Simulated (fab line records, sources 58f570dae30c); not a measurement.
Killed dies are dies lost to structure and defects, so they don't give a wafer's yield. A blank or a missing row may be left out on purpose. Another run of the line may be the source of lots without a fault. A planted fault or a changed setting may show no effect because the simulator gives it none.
fab line records :: flow berkeley-cmos170
record
  lots=6
  wafers=18
  last-day=13
route steps=331 shown NWELL@32 PWELL@34
lots that met no fault: from a run of the same line without faults
start-h: hours from the record's opening day to when the first of the lot's shown wafers began :: wait-h: how many hours have passed since the lot's step before this one :: " same as the row above :: L1.1+2: a row that stands for several wafers :: - no value present, or no start provided :: * or withheld: withheld :: < > ~ a bound
route shown NAME@n: NAME is a module with steps in the file, n the number in the route of the first one :: usual: mean and standard deviation over wafers with no fault :: same: alike in all rows :: chamber/n: place in a boat :: sites: the reading at each site :: _std_site: the values' standard deviation :: _edge_site: the outer-site mean with the inner-site mean subtracted :: radius-mm: for every site, how far away it sits from the centre of the wafer :: mask NAME#n: copy n :: behind: tool/chamber where the wafer was last shaped :: hold: what put the lot on hold/how long, in hours/how the hold closed :: device: the n, p or np transistor that did not switch :: end of line: the route-end tests of the same wafers :: for a step that has no rows: nothing shown but its recipe :: killed: not the wafer's yield, but the dies lost to structure and defects at the first sort :: map: dies across one wafer; x = killed, . = not, _ = none there
set.NAME: the setting that was run; set.NAME@STEP: the one run at that earlier step :: model.NAME: the simulator's own value behind a step, which no gauge read
a table for each step, a row for each wafer; lots at some steps of the route
services: when a tool's chamber went out of use (start-h, in hours from the record's first day, below 0 if earlier), for how many hours, and the reason
## steps
# step UCB170_NWELL_WET_ETCH_18
# recipe
  chemistry=H3PO4
  target=Si3N4
  temp-c=160
  time-s=14400
# step UCB170_NWELL_WET_ETCH_19
# recipe
  chemistry=BOE
  dilution=5:1
  target=SiO2
  temp-c=25
  time-s=22
# step UCB170_PWELL_CLEAN_00
# recipe
  chemistry=SPM
  temp-c=120
  time-s=600
# step UCB170_PWELL_CLEAN_01
# recipe
  chemistry=dHF
  dilution=25:1
  time-s=60
# step UCB170_PWELL_OXIDATION_02
# recipe
  temp-c=1000
  ambient=O2
  target-thk-a=264
  ox-time-s=1260
# step UCB170_PWELL_THK_MEAS_03
# recipe
  reads=SiO2_of_PWELL_OXIDATION_02
# usual
  PWELL_OXIDE_THK=26.4/0.45
lot.wafer: L552.3
tool: film-metro-01
chamber: -
start-h: 70.67
wait-h: 0.0
PWELL_OXIDE_THK[nm]: 26.4

lot.wafer: L552.4
tool: film-metro-01
chamber: -
start-h: 70.67
wait-h: 0.0
PWELL_OXIDE_THK[nm]: 26.5

lot.wafer: L552.5
tool: film-metro-01
chamber: -
start-h: 70.67
wait-h: 0.0
PWELL_OXIDE_THK[nm]: 26.2

lot.wafer: L563.2
tool: film-metro-03
chamber: -
start-h: 110.73
wait-h: 0.0
PWELL_OXIDE_THK[nm]: 28.0

lot.wafer: L563.3
tool: film-metro-03
chamber: -
start-h: 110.73
wait-h: 0.0
PWELL_OXIDE_THK[nm]: 27.4

lot.wafer: L563.5
tool: film-metro-03
chamber: -
start-h: 110.73
wait-h: 0.0
PWELL_OXIDE_THK[nm]: 27.3

lot.wafer: L562.1
tool: film-metro-01
chamber: -
start-h: 116.30
wait-h: 0.0
PWELL_OXIDE_THK[nm]: 26.4

lot.wafer: L562.3
tool: film-metro-01
chamber: -
start-h: 116.30
wait-h: 0.0
PWELL_OXIDE_THK[nm]: 26.9

lot.wafer: L562.5
tool: film-metro-01
chamber: -
start-h: 116.30
wait-h: 0.0
PWELL_OXIDE_THK[nm]: 26.6

lot.wafer: L566.1
tool: film-metro-03
chamber: -
start-h: 130.75
wait-h: 0.0
PWELL_OXIDE_THK[nm]: 26.6

lot.wafer: L566.2
tool: film-metro-03
chamber: -
start-h: 130.75
wait-h: 0.0
PWELL_OXIDE_THK[nm]: 26.8

lot.wafer: L566.6
tool: film-metro-03
chamber: -
start-h: 130.75
wait-h: 0.0
PWELL_OXIDE_THK[nm]: 26.7

lot.wafer: L565.2
tool: film-metro-04
chamber: -
start-h: 130.76
wait-h: 0.0
PWELL_OXIDE_THK[nm]: 26.3

lot.wafer: L565.3
tool: film-metro-04
chamber: -
start-h: 130.76
wait-h: 0.0
PWELL_OXIDE_THK[nm]: 26.5

lot.wafer: L565.4
tool: film-metro-04
chamber: -
start-h: 130.76
wait-h: 0.0
PWELL_OXIDE_THK[nm]: 26.5

lot.wafer: L571.1
tool: film-metro-03
chamber: -
start-h: 162.94
wait-h: 0.0
PWELL_OXIDE_THK[nm]: 26.3

lot.wafer: L571.4
tool: film-metro-03
chamber: -
start-h: 162.94
wait-h: 0.0
PWELL_OXIDE_THK[nm]: 26.5

lot.wafer: L571.5
tool: film-metro-03
chamber: -
start-h: 162.94
wait-h: 0.0
PWELL_OXIDE_THK[nm]: 26.6
# step UCB170_PWELL_ANNEAL_04
# recipe
  temp-c=1000
  time-s=900
  ambient=N2
# step UCB170_PWELL_CVD_05
# recipe
  material=Si3N4
  target-thk-nm=220
  temp-c=800
  precursor=SiH2Cl2/NH3
  time-s=3300
  pressure-mtorr=200
  sih2cl2-flow-sccm=25
  nh3-flow-sccm=75
# step UCB170_PWELL_THK_MEAS_06
# recipe
  reads=Si3N4_of_PWELL_CVD_05
# usual
  PWELL_NITRIDE_THK=220.9/2.4
lot.wafer: L552.3
tool: film-metro-04
chamber: -
start-h: 81.60
wait-h: 0.0
PWELL_NITRIDE_THK[nm]: 221.0

lot.wafer: L552.4
tool: film-metro-04
chamber: -
start-h: 81.60
wait-h: 0.0
PWELL_NITRIDE_THK[nm]: 219.8

lot.wafer: L552.5
tool: film-metro-04
chamber: -
start-h: 81.60
wait-h: 0.0
PWELL_NITRIDE_THK[nm]: 221.1

lot.wafer: L563.2
tool: film-metro-04
chamber: -
start-h: 115.63
wait-h: 0.0
PWELL_NITRIDE_THK[nm]: 218.5

lot.wafer: L563.3
tool: film-metro-04
chamber: -
start-h: 115.63
wait-h: 0.0
PWELL_NITRIDE_THK[nm]: 220.8

lot.wafer: L563.5
tool: film-metro-04
chamber: -
start-h: 115.63
wait-h: 0.0
PWELL_NITRIDE_THK[nm]: 221.3

lot.wafer: L562.1
tool: film-metro-01
chamber: -
start-h: 123.55
wait-h: 0.0
PWELL_NITRIDE_THK[nm]: 225.0

lot.wafer: L562.3
tool: film-metro-01
chamber: -
start-h: 123.55
wait-h: 0.0
PWELL_NITRIDE_THK[nm]: 221.9

lot.wafer: L562.5
tool: film-metro-01
chamber: -
start-h: 123.55
wait-h: 0.0
PWELL_NITRIDE_THK[nm]: 224.0

lot.wafer: L566.1
tool: film-metro-01
chamber: -
start-h: 140.10
wait-h: 0.0
PWELL_NITRIDE_THK[nm]: 219.1

lot.wafer: L566.2
tool: film-metro-01
chamber: -
start-h: 140.10
wait-h: 0.0
PWELL_NITRIDE_THK[nm]: 218.3

lot.wafer: L566.6
tool: film-metro-01
chamber: -
start-h: 140.10
wait-h: 0.0
PWELL_NITRIDE_THK[nm]: 219.8

lot.wafer: L565.2
tool: film-metro-03
chamber: -
start-h: 140.11
wait-h: 0.0
PWELL_NITRIDE_THK[nm]: 221.2

lot.wafer: L565.3
tool: film-metro-03
chamber: -
start-h: 140.11
wait-h: 0.0
PWELL_NITRIDE_THK[nm]: 221.9

lot.wafer: L565.4
tool: film-metro-03
chamber: -
start-h: 140.11
wait-h: 0.0
PWELL_NITRIDE_THK[nm]: 222.4

lot.wafer: L571.1
tool: film-metro-03
chamber: -
start-h: 170.44
wait-h: 0.0
PWELL_NITRIDE_THK[nm]: 225.4

lot.wafer: L571.4
tool: film-metro-03
chamber: -
start-h: 170.44
wait-h: 0.0
PWELL_NITRIDE_THK[nm]: 224.8

lot.wafer: L571.5
tool: film-metro-03
chamber: -
start-h: 170.44
wait-h: 0.0
PWELL_NITRIDE_THK[nm]: 227.3
# step UCB170_PWELL_HMDS_07
# recipe
  prime-time-s=60
  prime-temp-c=100
# step UCB170_PWELL_COAT_08
# recipe
  resist=KrF
  spin-rpm=1500
  resist-thk-nm=900
# step UCB170_PWELL_SOFTBAKE_09
# recipe
  resist=KrF
  temp-c=130
  time-s=60
# step UCB170_PWELL_EXPOSE_10
# recipe
  mask-id=PWELL
  target-cd-nm=3000
  na=0.5
  sigma-outer=0.6
  source-shape=conventional
  dose-mj=19
# usual
  exposure-dose-mJ-cm2=18.999/0.019
  focus-offset-nm=0.1/0.5
lot.wafer: L552.3
tool: krf-scanner-02
chamber: 0
start-h: 83.37
wait-h: -
mask: PWELL#0
exposure-dose-mJ-cm2: 18.999
focus-offset-nm: -0.8

lot.wafer: L552.4
tool: krf-scanner-02
chamber: 0
start-h: 83.37
wait-h: -
mask: PWELL#0
exposure-dose-mJ-cm2: 18.991
focus-offset-nm: 0.0

lot.wafer: L552.5
tool: krf-scanner-02
chamber: 0
start-h: 83.37
wait-h: -
mask: PWELL#0
exposure-dose-mJ-cm2: 18.957
focus-offset-nm: -0.4

lot.wafer: L563.2
tool: krf-scanner-02
chamber: -
start-h: 117.28
wait-h: 0.2
mask: PWELL#0
exposure-dose-mJ-cm2: -
focus-offset-nm: -

lot.wafer: L563.3
tool: krf-scanner-02
chamber: -
start-h: 117.28
wait-h: 0.2
mask: PWELL#0
exposure-dose-mJ-cm2: -
focus-offset-nm: -

lot.wafer: L563.5
tool: krf-scanner-02
chamber: -
start-h: 117.28
wait-h: 0.2
mask: PWELL#0
exposure-dose-mJ-cm2: -
focus-offset-nm: -

lot.wafer: L562.1
tool: krf-scanner-01
chamber: -
start-h: 124.78
wait-h: 0.2
mask: PWELL#0
exposure-dose-mJ-cm2: -
focus-offset-nm: -

lot.wafer: L562.3
tool: krf-scanner-01
chamber: -
start-h: 124.78
wait-h: 0.2
mask: PWELL#0
exposure-dose-mJ-cm2: -
focus-offset-nm: -

lot.wafer: L562.5
tool: krf-scanner-01
chamber: -
start-h: 124.78
wait-h: 0.2
mask: PWELL#0
exposure-dose-mJ-cm2: -
focus-offset-nm: -

lot.wafer: L565.2
tool: krf-scanner-01
chamber: 0
start-h: 141.20
wait-h: -
mask: PWELL#0
exposure-dose-mJ-cm2: 19.027
focus-offset-nm: -0.1

lot.wafer: L565.3
tool: krf-scanner-01
chamber: 0
start-h: 141.20
wait-h: -
mask: PWELL#0
exposure-dose-mJ-cm2: 19.000
focus-offset-nm: 0.4

lot.wafer: L565.4
tool: krf-scanner-01
chamber: 0
start-h: 141.20
wait-h: -
mask: PWELL#0
exposure-dose-mJ-cm2: 19.006
focus-offset-nm: 0.2

lot.wafer: L566.1
tool: krf-scanner-01
chamber: 0
start-h: 141.29
wait-h: -
mask: PWELL#0
exposure-dose-mJ-cm2: 18.998
focus-offset-nm: 0.5

lot.wafer: L566.2
tool: krf-scanner-01
chamber: 0
start-h: 141.29
wait-h: -
mask: PWELL#0
exposure-dose-mJ-cm2: 18.969
focus-offset-nm: 0.4

lot.wafer: L566.6
tool: krf-scanner-01
chamber: 0
start-h: 141.29
wait-h: -
mask: PWELL#0
exposure-dose-mJ-cm2: 18.976
focus-offset-nm: 0.2

lot.wafer: L571.1
tool: krf-scanner-01
chamber: 0
start-h: 171.08
wait-h: 0.2
mask: PWELL#0
exposure-dose-mJ-cm2: 19.017
focus-offset-nm: 0.6

lot.wafer: L571.4
tool: krf-scanner-01
chamber: 0
start-h: 171.08
wait-h: 0.2
mask: PWELL#0
exposure-dose-mJ-cm2: 19.021
focus-offset-nm: 0.1

lot.wafer: L571.5
tool: krf-scanner-01
chamber: 0
start-h: 171.08
wait-h: 0.2
mask: PWELL#0
exposure-dose-mJ-cm2: 19.011
focus-offset-nm: 0.5
# step UCB170_PWELL_PEB_11
# recipe
  peb-temp-c=130
  peb-time-s=withheld
  resist=KrF
## services
tool: krf-scanner-01
chamber: -
start-h: 77.12
hours: -
kind: calibration

tool: krf-scanner-02
chamber: 0
start-h: 97.12
hours: -
kind: calibration

tool: krf-scanner-01
chamber: -
start-h: 99.82
hours: 0.8
kind: pm

tool: krf-scanner-01
chamber: 0
start-h: 108.56
hours: -
kind: calibration

tool: krf-scanner-02
chamber: -
start-h: 157.68
hours: 0.8
kind: pm

tool: krf-scanner-02
chamber: -
start-h: 170.24
hours: 4.4
kind: pm
## key
first-sign
  step=UCB170_PWELL_EXPOSE_10
  reading=tool-record
  direction=missing
effect none on later readings
met-at UCB170_PWELL_EXPOSE_10
struck-wafers L562.1,L562.3,L562.5,L563.2,L563.3,L563.5
later-rows-left-out L562.1,L562.3,L562.5,L563.2,L563.3,L563.5
sort-left-out L562.1,L562.3,L562.5,L563.2,L563.3,L563.5
tester-left-out L562,L563
onset-between 83.37 117.28
fault
  kind=skipped-step-whole
  tool=krf-scanner-01,krf-scanner-02
  chamber=-
  onset-h=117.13
  steps=UCB170_PWELL_EXPOSE_10
  scope=struck-lots-only
# tester-left-out: of these lots the tester's yield and bins aren't shown, on N5 and GAA mostly nor the transistor test; their killed dies are dies lost to structure and defects alone, not to doping, threshold or leakage, so they don't give the yield
# sort-left-out: the simulated sort isn't trusted on such a fault, so these wafers' sort isn't shown, and their yield isn't known
# later-rows-left-out: the simulator's readings of these wafers behind a module that went badly wrong aren't trusted and aren't shown, but for the sort
